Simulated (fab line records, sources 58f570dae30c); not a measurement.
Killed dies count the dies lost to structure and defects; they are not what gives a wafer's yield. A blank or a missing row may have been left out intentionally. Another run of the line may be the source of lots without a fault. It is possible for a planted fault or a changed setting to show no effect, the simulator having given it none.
Matching of chambers :: flow berkeley cmos170 :: UCB170_PWELL_ETCH_14 on rie diel-01 has 4 sister chambers
The step etches Si3N4 in CH3F/Ar/O2, stops on SiO2, target depth 242 nm, time 151 s. 4 wafers are shown with their chamber, then 7 later ones without.

## WAFERS, EACH WITH ITS CHAMBER
wafer: L609.2
chamber: 2
drypump motor current A (A): 6.3

wafer: L611.4
chamber: 3
drypump motor current A (A): 4.9

wafer: L621.3
chamber: 1
drypump motor current A (A): 5.9

wafer: L621.4
chamber: 0
drypump motor current A (A): 5.6

## WAFERS WITHOUT THEIR CHAMBER
wafer: L621.6
drypump motor current A (A): 6.0

wafer: L623.3
drypump motor current A (A): 4.9

wafer: L623.4
drypump motor current A (A): 5.9

wafer: L623.6
drypump motor current A (A): 4.9

wafer: L627.2
drypump motor current A (A): 6.3

wafer: L627.4
drypump motor current A (A): 5.6

wafer: L627.6
drypump motor current A (A): 6.3

## CHAMBER TAKEN BY EACH
wafer: L621.6
from the rows above: 1
in truth: 1

wafer: L623.3
from the rows above: 3
in truth: 3

wafer: L623.4
from the rows above: 1
in truth: 1

wafer: L623.6
from the rows above: 3
in truth: 3

wafer: L627.2
from the rows above: 2
in truth: 2

wafer: L627.4
from the rows above: 0
in truth: 0

wafer: L627.6
from the rows above: 2
in truth: 2
Placed correctly: 7 of 7. From these rows, 0 cannot be placed. Wrongly placed: 0.
How it was worked out, from the rows above alone: a wafer's distance from a chamber is the root of the sum, over the readings, of the square of ((its reading less the chamber's mean) divided by the reading's scatter). If the next closest chamber is less than 2 further off than the closest, the wafer can't be placed; otherwise it belongs to the closest. The mean given for a chamber averages the wafers shown for that chamber. The scatter (one wafer shown for each chamber): square how far every hidden wafer sits from the nearest shown wafer, average those squares and take the square root.
